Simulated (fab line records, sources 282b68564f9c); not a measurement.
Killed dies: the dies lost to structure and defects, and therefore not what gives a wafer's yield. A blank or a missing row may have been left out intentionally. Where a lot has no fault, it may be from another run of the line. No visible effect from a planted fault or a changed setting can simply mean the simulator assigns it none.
fab line records -- flow rit_cmos
record: lots: 6, wafers: 18, last_day: 8
route steps=202 shown ACTIVE@8 FOX1@20 M1@202
lots that met no fault: from a run of the same line without faults
start_h: hours from the record's opening day to when the first of the lot's shown wafers began -- wait_h: how many hours have passed since the lot's step before this one -- " same as the row above -- L1.1+2: one row covering several wafers at once -- - no value, or no start given -- * or withheld: withheld -- < > ~ a bound
route shown NAME@n: NAME is a module with steps in the file, n the number in the route of the first one -- usual: mean/standard deviation of fault-free wafers -- same: alike in all rows -- chamber/n: place in a boat -- sites: each site's reading -- _std_site: how widely they spread, as a standard deviation -- _edge_site: outer sites' mean less inner sites' -- radius_mm: for every site, how far away it sits from the centre of the wafer -- mask NAME#n: copy n -- behind: the tool/chamber that last shaped the wafer -- hold: why the lot was held/for how many hours/how that ended -- device: transistor that didn't switch, given as n, p or np -- end of line: the route-end tests of the same wafers -- for a step that has no rows: nothing shown but its recipe -- killed: at the first sort, the dies lost to defects and structure; wafer yield is something else -- map: a wafer's dies, marking killed ones x, the rest . and places with no die _
set.NAME: setting as actually run; set.NAME@STEP: the setting as run at that earlier step -- model.NAME: the simulator's own value behind a step, which no gauge read
certain route steps with their lots: each step a table, each wafer a row
services: when a tool's chamber went out of use (start_h, in hours from the record's first day, below 0 if earlier), for how many hours, and the reason
== steps ==
step: RIT_ACTIVE_SOFTBAKE_07
recipe: resist: NOVOLAK, temp_c: 90, time_s: 60
step: RIT_ACTIVE_EXPOSE_08
recipe: mask_id: M1, na: 0.6, source_shape: conventional, sigma_outer: 0.6, target_cd_nm: 1400, dose_mj: 225
step: RIT_ACTIVE_PEB_09
recipe: resist: NOVOLAK, temp_c: withheld, time_s: withheld
step: RIT_ACTIVE_DEVELOP_10
recipe: resist: NOVOLAK, develop_time_s: 50, dev_temp_c: 23
step: RIT_ACTIVE_CD_MEAS_11
recipe: target_cd_nm: 1400
usual: cd_nm: 1399.4/2.3
lot.wafer,tool,chamber,start_h,wait_h,cd_nm
L273.1,cd_sem-01,-,29.44,-,1406.8
L273.2,cd_sem-01,-,29.44,-,1402.0
L273.3,cd_sem-01,-,29.44,-,1402.9
L278.3,cd_sem-01,-,54.95,-,1397.6
L278.4,cd_sem-01,-,54.95,-,1397.9
L278.5,cd_sem-01,-,54.95,-,1399.9
L283.2,cd_sem-01,-,80.25,-,1398.4
L283.4,cd_sem-01,-,80.25,-,1398.5
L283.6,cd_sem-01,-,80.25,-,1396.9
L288.1,cd_sem-02,-,104.56,-,1399.9
L288.3,cd_sem-02,-,104.56,-,1400.8
L288.5,cd_sem-02,-,104.56,-,1401.1
L289.1,cd_sem-02,-,110.00,-,1398.7
L289.3,cd_sem-02,-,110.00,-,1397.7
L289.6,cd_sem-02,-,110.00,-,1398.6
L292.2,cd_sem-02,-,128.23,-,1396.2
L292.5,cd_sem-02,-,128.23,-,1394.9
L292.6,cd_sem-02,-,128.23,-,1397.0
step: RIT_ACTIVE_HARDBAKE_12
recipe: resist: NOVOLAK, temp_c: 140, time_s: 60
step: RIT_ACTIVE_ETCH_13
recipe: stop_on: SiO2, chemistry: SF6, target: Si3N4, time_s: 210, over_etch_frac: 0.4, SF6_flow_sccm: 200, pressure_mtorr: 260, rf_w: 125, target_depth_a: 2100
usual: SF6_flow_sccm: 200.0/0.62, chamber_pressure_mTorr: 260.01/0.26, drypump_motor_current_A: 5.8/0.48, oes_product_au: 0.825/0.011, throttle_valve_pct: 7.53/0.084
lot.wafer,tool,chamber,start_h,wait_h,SF6_flow_sccm,chamber_pressure_mTorr,drypump_motor_current_A,oes_product_au,rf_hours_counter_h,throttle_valve_pct
L273.1,rie_diel-01,2,29.71,0.1,200.9,260.38,5.0,0.821,4,7.46
L273.2,rie_diel-01,0,29.71,0.1,199.5,259.72,6.3,0.833,1,7.53
L273.3,rie_diel-01,3,29.71,0.1,200.5,260.14,5.8,0.831,53,7.55
L278.3,rie_diel-01,2,55.18,0.1,198.4,259.96,5.0,0.824,5,7.47
L278.4,rie_diel-01,3,55.18,0.1,200.5,259.96,5.8,0.828,54,7.55
L278.5,rie_diel-01,1,55.18,0.1,199.9,259.54,6.3,0.842,-,7.40
L283.2,rie_diel-04,3,80.50,0.1,199.9,259.70,5.6,0.801,58,7.63
L283.4,rie_diel-04,1,80.50,0.1,199.3,259.69,5.3,0.811,114,7.48
L283.6,rie_diel-04,1,80.50,0.1,200.1,259.96,5.3,0.816,-,7.49
L288.1,rie_diel-01,3,104.83,0.1,200.4,260.15,5.8,0.824,55,7.55
L288.3,rie_diel-01,2,104.83,0.1,199.4,260.28,5.0,0.816,5,7.47
L288.5,rie_diel-01,2,104.83,0.1,199.7,260.03,5.1,0.825,-,7.46
L289.1,rie_diel-01,2,110.27,0.1,200.3,259.70,5.0,0.818,6,7.47
L289.3,rie_diel-01,3,110.27,0.1,200.3,259.50,5.8,0.815,55,7.56
L289.6,rie_diel-01,1,110.27,0.1,201.2,260.14,6.4,0.836,-,7.41
L292.2,rie_diel-03,0,128.48,0.1,200.2,259.67,5.5,0.825,113,7.61
L292.5,rie_diel-03,0,128.48,0.1,201.0,260.00,5.5,0.832,-,7.62
L292.6,rie_diel-03,3,128.48,0.1,201.0,259.94,6.2,0.842,-,7.57
step: RIT_ACTIVE_STRIP_14
recipe: chemistry: O2, time_s: 180, resist: NOVOLAK, platen_temp_c: withheld, power_w: 500, pressure_mtorr: 4000, o2_flow_sccm: 4000
usual: chamber_pressure_mTorr: 4000/4, drypump_motor_current_A: 5.8/0.41
lot.wafer,tool,chamber,start_h,wait_h,chamber_pressure_mTorr,drypump_motor_current_A,rf_hours_counter_h
L273.1,plasma_asher-01,1,29.84,0.1,4004,6.0,37
L273.2,plasma_asher-01,0,29.84,0.1,3992,5.4,37
L273.3,plasma_asher-01,0,29.84,0.1,3999,5.5,-
L278.3,plasma_asher-01,1,55.38,0.1,3996,6.0,-
L278.4,plasma_asher-01,0,55.38,0.1,4002,5.4,-
L278.5,plasma_asher-01,0,55.38,0.1,3999,5.4,-
L283.2,plasma_asher-04,1,80.63,0.1,4000,6.1,43
L283.4,plasma_asher-04,0,80.63,0.1,3994,5.4,-
L283.6,plasma_asher-04,0,80.63,0.1,4008,5.4,-
L288.1,plasma_asher-01,0,104.97,0.1,3998,5.4,47
L288.3,plasma_asher-01,0,104.97,0.1,4001,5.4,-
L288.5,plasma_asher-01,0,104.97,0.1,4005,5.4,-
L289.1,plasma_asher-02,1,110.41,0.1,3995,5.4,47
L289.3,plasma_asher-02,1,110.41,0.1,3998,5.4,-
L289.6,plasma_asher-02,1,110.41,0.1,3998,5.4,-
L292.2,plasma_asher-01,0,128.61,0.1,3997,5.4,1
L292.5,plasma_asher-01,0,128.61,0.1,4000,5.4,-
L292.6,plasma_asher-01,1,128.61,0.1,4002,5.9,-
step: RIT_ACTIVE_CD_MEAS_90
recipe: target_cd_nm: 1400
usual: cd_nm: 1399.4/2.3
lot.wafer,tool,chamber,start_h,wait_h,cd_nm
L273.1,cd_sem-02,-,30.02,0.1,1406.4
L273.2,cd_sem-02,-,30.02,0.1,1402.2
L273.3,cd_sem-02,-,30.02,0.1,1403.4
L278.3,cd_sem-02,-,55.53,0.1,1397.1
L278.4,cd_sem-02,-,55.53,0.1,1398.4
L278.5,cd_sem-02,-,55.53,0.1,1399.7
L283.2,cd_sem-01,-,80.83,0.1,1398.4
L283.4,cd_sem-01,-,80.83,0.1,1399.1
L283.6,cd_sem-01,-,80.83,0.1,1397.1
L288.1,cd_sem-01,-,105.14,0.1,1400.4
L288.3,cd_sem-01,-,105.14,0.1,1400.5
L288.5,cd_sem-01,-,105.14,0.1,1400.4
L289.1,cd_sem-01,-,110.58,0.1,1398.5
L289.3,cd_sem-01,-,110.58,0.1,1397.3
L289.6,cd_sem-01,-,110.58,0.1,1398.2
L292.2,cd_sem-01,-,128.80,0.1,1396.2
L292.5,cd_sem-01,-,128.80,0.1,1394.9
L292.6,cd_sem-01,-,128.80,0.1,1397.1
step: RIT_ACTIVE_CLEAN_15
recipe: chemistry: SC1, mix: 3:3:50, time_s: 600, temp_c: 75
step: RIT_ACTIVE_CLEAN_16
recipe: chemistry: dHF, dilution: 50:1, time_s: 30
step: RIT_ACTIVE_CLEAN_17
recipe: chemistry: SC2, mix: 3:3:50, time_s: 600, temp_c: 75, dry: n2_spin
step: RIT_FOX1_OXIDATION_00
recipe: temp_c: 1100, ambient: H2O, target_thk_a: 3507, p_h2o_torr: 720, ox_time_s: 1130
usual: spike_tc_centre_C: 1102.0/1.2, spike_tc_load_C: 1129.0/1.5, spike_tc_source_C: 1124/4.4, tube_center_temp_C: 1100/0.097, tube_center_temp_C_max: 1102.8/0.45, zone_power_load_pct: 48.0/1
same: ox_time_s: 1130
lot.wafer,tool,chamber,start_h,wait_h,spike_tc_centre_C,spike_tc_load_C,spike_tc_source_C,tube_center_temp_C,tube_center_temp_C_max,zone_power_load_pct,model.SiO2_of_FOX1_OXIDATION_00.thk_nm
L273.1,furnace-04,0,32.68,2.1,1101.1,1127.8,1131,1100.2,1103.3,46.3,361.8
L273.2,furnace-04,0,32.68,2.1,1101.1,1126.1,1134,1100,1102.5,47.1,355.8
L273.3,furnace-04,0,32.68,2.1,1101.4,1128.4,1131,1100,1103.0,46.8,355.9
L278.3,furnace-01,0,59.71,3.7,1102.8,1128.1,1119,1100,1102.6,47.3,352.9
L278.4,furnace-01,0,59.71,3.7,1100.5,1129.9,1120,1099.9,1102.3,47.6,356.6
L278.5,furnace-01,0,59.71,3.7,1101.5,1131.0,1121,1099.9,1102.7,47.6,366.7
L283.2,furnace-04,0,81.64,0.3,1063.4,1084.5,1091,1060.1,1062.6,43.1,285.4
L283.4,furnace-04,0,81.64,0.3,1060.0,1088.6,1091,1060,1062.6,43.1,283.7
L283.6,furnace-04,0,81.64,0.3,1060.5,1085.7,1092,1060.1,1062.9,41.6,278.3
L288.1,furnace-04,0,107.61,2.0,1062.0,1087.2,1092,1059.9,1062.9,43.0,275.8
L288.3,furnace-04,0,107.61,2.0,1060.1,1086.2,1093,1059.9,1062.7,42.5,276
L288.5,furnace-04,0,107.61,2.0,1062.4,1087.2,1090,1059.9,1062.3,42.5,278.8
L289.1,furnace-03,0,114.02,2.9,1103.2,1129.1,1125,1099.9,1103.6,50.2,346.9
L289.3,furnace-03,0,114.02,2.9,1101.9,1129.6,1124,1100,1102.8,49.5,343.5
L289.6,furnace-03,0,114.02,2.9,1103.0,1129.9,1125,1099.9,1102.0,49.2,344.6
L292.2,furnace-01,0,135.42,6.1,1102.2,1129.4,1121,1100.1,1102.7,48.1,339.5
L292.5,furnace-01,0,135.42,6.1,1101.5,1129.1,1122,1100.2,1103.5,47.6,334.2
L292.6,furnace-01,0,135.42,6.1,1104.0,1130.6,1123,1100,1103.2,47.7,341.6
step: RIT_FOX1_THK_MEAS_01
recipe: reads: SiO2_of_FOX1_OXIDATION_00
usual: FOX1_OXIDE_THK: 351/6
lot.wafer,tool,chamber,start_h,wait_h,FOX1_OXIDE_THK[nm]
L273.1,film_metro-01,-,34.00,0.0,362
L273.2,film_metro-01,-,34.00,0.0,356
L273.3,film_metro-01,-,34.00,0.0,356
L278.3,film_metro-01,-,61.04,0.0,353
L278.4,film_metro-01,-,61.04,0.0,357
L278.5,film_metro-01,-,61.04,0.0,367
L283.2,film_metro-03,-,82.96,0.0,286
L283.4,film_metro-03,-,82.96,0.0,284
L283.6,film_metro-03,-,82.96,0.0,278
L288.1,film_metro-01,-,108.93,0.0,276
L288.3,film_metro-01,-,108.93,0.0,276
L288.5,film_metro-01,-,108.93,0.0,279
L289.1,film_metro-01,-,115.34,0.0,347
L289.3,film_metro-01,-,115.34,0.0,344
L289.6,film_metro-01,-,115.34,0.0,344
L292.2,film_metro-03,-,136.74,0.0,340
L292.5,film_metro-03,-,136.74,0.0,334
L292.6,film_metro-03,-,136.74,0.0,342
step: RIT_FOX1_WET_ETCH_02
recipe: chemistry: BOE, target_depth_nm: 350, time_s: 390, temp_c: 21.5, dry: n2_spin, dilution: 10:1, target: SiO2
step: RIT_M1_PROBE_99
usual: killed_at_contacts: 0.1/0.24, killed_at_front_end: 7/3.1, killed_dies: 7/3.1, killed_open: 3.3/1.9, killed_short: 3.9/2.1
same: gross_dies: 264, killed_at_M0_to_M3: 0, killed_at_M4_up: 0, killed_at_back_side: 0, killed_at_other: 0
lot.wafer,tool,chamber,start_h,wait_h,killed_at_contacts,killed_at_front_end,killed_dies,killed_open,killed_short,model.etest.pplus_sal.width_nm,model.etest.nplus_sal.width_nm,model.etest.pldd.width_nm,model.etest.nldd.width_nm,model.etest.pmos_narrow.drive_ua_um
L273.1,prober-02,-,79.32,0.1,0,12,12,5,7,3440,3437,3161,3172,102.8
L273.2,prober-02,-,79.37,0.1,0,4,4,1,3,3446,3432,3186,3178,103.1
L273.3,prober-02,-,79.42,0.2,0,10,10,8,2,3456,3424,3170,3183,103.8
L278.3,prober-01,-,105.88,0.2,0,9,9,4,5,3457,3465,3172,3193,107.5
L278.4,prober-01,-,105.93,0.2,0,6,6,1,5,3462,3450,3178,3179,109.9
L278.5,prober-01,-,105.98,0.2,0,12,12,6,6,3444,3436,3185,3188,107.5
L283.2,prober-02,-,128.97,0.1,0,6,6,4,2,3497,3515,3206,3213,103.2
L283.4,prober-02,-,129.07,0.2,0,7,7,6,1,3514,3509,3237,3231,103.7
L283.6,prober-02,-,129.17,0.2,0,6,6,3,3,3514,3501,3204,3197,103.7
L288.1,prober-02,-,165.30,0.1,0,6,6,1,5,3512,3503,3243,3217,106.6
L288.3,prober-02,-,165.40,0.2,1,6,7,5,2,3512,3515,3238,3231,107.6
L288.5,prober-02,-,165.50,0.2,0,7,7,2,5,3495,3497,3224,3227,104.2
L289.1,prober-02,-,169.74,0.1,0,12,12,6,6,3442,3442,3170,3156,102
L289.3,prober-02,-,169.84,0.2,0,13,13,7,6,3460,3456,3177,3167,99.25
L289.6,prober-02,-,169.99,0.2,0,9,9,4,5,3423,3430,3139,3168,100.1
L292.2,prober-02,-,194.35,0.1,0,13,13,5,8,3478,3462,3203,3201,100.5
L292.5,prober-02,-,194.50,0.2,0,8,8,2,6,3457,3473,3197,3211,103.5
L292.6,prober-02,-,194.55,0.2,1,9,10,4,6,3469,3477,3193,3198,99.89
killed by level:class
L273.1 FOX1:geometric_particle:short=4 FOX1:geometric_particle:open=4 REOX:geometric_particle:short=2 REOX:geometric_particle:open=1 SILICIDE:geometric_particle:short=1
L273.2 FOX1:geometric_particle:short=2 FOX2:geometric_particle:open=1 REOX:geometric_particle:short=1
L273.3 GATE:geometric_particle:open=4 REOX:geometric_particle:short=2 FOX1:geometric_particle:open=1 FOX2:geometric_particle:open=1 REOX:geometric_particle:open=1 SILICIDE:geometric_particle:open=1
L278.3 GATE:geometric_particle:open=2 GATE:geometric_particle:short=2 FOX2:geometric_particle:short=1 REOX:geometric_particle:short=1 SPACER:geometric_particle:open=1 SILICIDE:geometric_particle:open=1 SILICIDE:geometric_particle:short=1
L278.4 REOX:geometric_particle:short=3 GATE:geometric_particle:short=2 SILICIDE:geometric_particle:open=1
L278.5 GATE:geometric_particle:open=5 GATE:geometric_particle:short=2 REOX:geometric_particle:short=2 FOX2:geometric_particle:short=1 SPACER:geometric_particle:open=1 SILICIDE:geometric_particle:short=1
L283.2 GATE:geometric_particle:open=3 FOX1:geometric_particle:open=1 GATE:geometric_particle:short=1 SPACER:geometric_particle:short=1
L283.4 FOX1:geometric_particle:open=3 FOX1:geometric_particle:short=1 GATE:geometric_particle:open=1 SPACER:geometric_particle:open=1 SILICIDE:geometric_particle:open=1
L283.6 GATE:geometric_particle:open=2 GATE:geometric_particle:short=2 FOX1:geometric_particle:open=1 SPACER:geometric_particle:short=1
L288.1 FOX1:geometric_particle:short=2 REOX:geometric_particle:short=2 SPACER:geometric_particle:short=1 SILICIDE:geometric_particle:open=1
L288.3 REOX:geometric_particle:open=3 GATE:geometric_particle:open=2 GATE:geometric_particle:short=1 CONTACT:geometric_particle:short=1
L288.5 FOX1:geometric_particle:short=1 FOX2:geometric_particle:short=1 GATE:geometric_particle:open=1 GATE:geometric_particle:short=1 REOX:geometric_particle:open=1 REOX:geometric_particle:short=1 SILICIDE:geometric_particle:short=1
L289.1 REOX:geometric_particle:short=6 REOX:geometric_particle:open=2 SPACER:geometric_particle:open=2 GATE:geometric_particle:open=1 SILICIDE:geometric_particle:open=1
L289.3 FOX2:geometric_particle:open=3 REOX:geometric_particle:short=3 SILICIDE:geometric_particle:open=2 FOX1:geometric_particle:open=1 GATE:geometric_particle:open=1 GATE:geometric_particle:short=1 SPACER:geometric_particle:short=1 SILICIDE:geometric_particle:short=1
L289.6 GATE:geometric_particle:short=2 REOX:geometric_particle:short=2 SILICIDE:geometric_particle:open=2 FOX1:geometric_particle:short=1 GATE:geometric_particle:open=1 SPACER:geometric_particle:open=1
L292.2 GATE:geometric_particle:short=3 REOX:geometric_particle:short=2 SILICIDE:geometric_particle:open=2 SILICIDE:geometric_particle:short=2 FOX1:geometric_particle:open=1 FOX2:geometric_particle:open=1 FOX2:geometric_particle:short=1 GATE:geometric_particle:open=1
L292.5 GATE:geometric_particle:short=2 REOX:geometric_particle:short=2 SPACER:geometric_particle:short=2 SILICIDE:geometric_particle:open=1 REOX:geometric_particle:open=1
L292.6 REOX:geometric_particle:short=2 REOX:geometric_particle:open=2 SILICIDE:geometric_particle:short=2 GATE:geometric_particle:open=1 SPACER:geometric_particle:short=1 SPACER:geometric_particle:open=1 CONTACT:geometric_particle:short=1
== services ==
tool,chamber,start_h,hours,kind
plasma_asher-04,-,35.24,10.0,pm
furnace-03,-,43.47,3.1,pm
plasma_asher-02,-,44.58,1.2,repair
plasma_asher-04,-,47.58,3.2,repair
rie_diel-03,3,58.70,7.6,repair
rie_diel-03,-,62.19,4.3,pm
rie_diel-03,1,81.59,80.9,repair
plasma_asher-02,-,92.16,14.6,pm
rie_diel-04,2,107.10,10.3,repair
plasma_asher-01,-,108.75,9.0,pm
plasma_asher-01,0,108.75,9.0,vent_cycle
plasma_asher-01,1,108.75,9.0,vent_cycle
furnace-04,-,108.93,75.3,pm
rie_diel-03,0,113.14,5.3,repair
plasma_asher-04,-,116.94,2.9,repair
plasma_asher-01,0,117.75,-,clean
plasma_asher-01,1,117.75,-,clean
furnace-01,-,126.73,3.7,pm
== key ==
first_sign: step: RIT_FOX1_OXIDATION_00, reading: tube_center_temp_C, direction: down, sigmas: 99+, usual: *, struck: *
effect: step: RIT_FOX1_OXIDATION_00, reading: tube_center_temp_C_max, direction: down, sigmas: 90, usual: *, struck: *
effect: step: RIT_FOX1_THK_MEAS_01, reading: FOX1_OXIDE_THK, direction: down, sigmas: 12, usual: 351, struck: 280
model_effect: step: RIT_FOX1_OXIDATION_00, value: SiO2_of_FOX1_OXIDATION_00.thk_nm, without: 350.3, struck: 279.7
model_effect: step: RIT_M1_PROBE_99, value: etest.pplus_sal.width_nm, without: 3433, struck: 3507
met_at RIT_FOX1_OXIDATION_00
struck_wafers L283.2,L283.4,L283.6,L288.1,L288.3,L288.5
tester_left_out L283,L288
onset_between 32.68 81.64
fault: kind: process_parameter_drift, tool: furnace-04, chamber: -, onset_h: 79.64, steps: RIT_FOX1_OXIDATION_00, channel: temp_c, offset: *, shape: step, end_h: 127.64, acts_in: *, stated: *
tester_left_out: of these lots the tester's yield and bins aren't shown, on N5 and GAA mostly nor the transistor test; their killed dies are dies lost to structure and defects alone, not to doping, threshold or leakage, so they don't give the yield
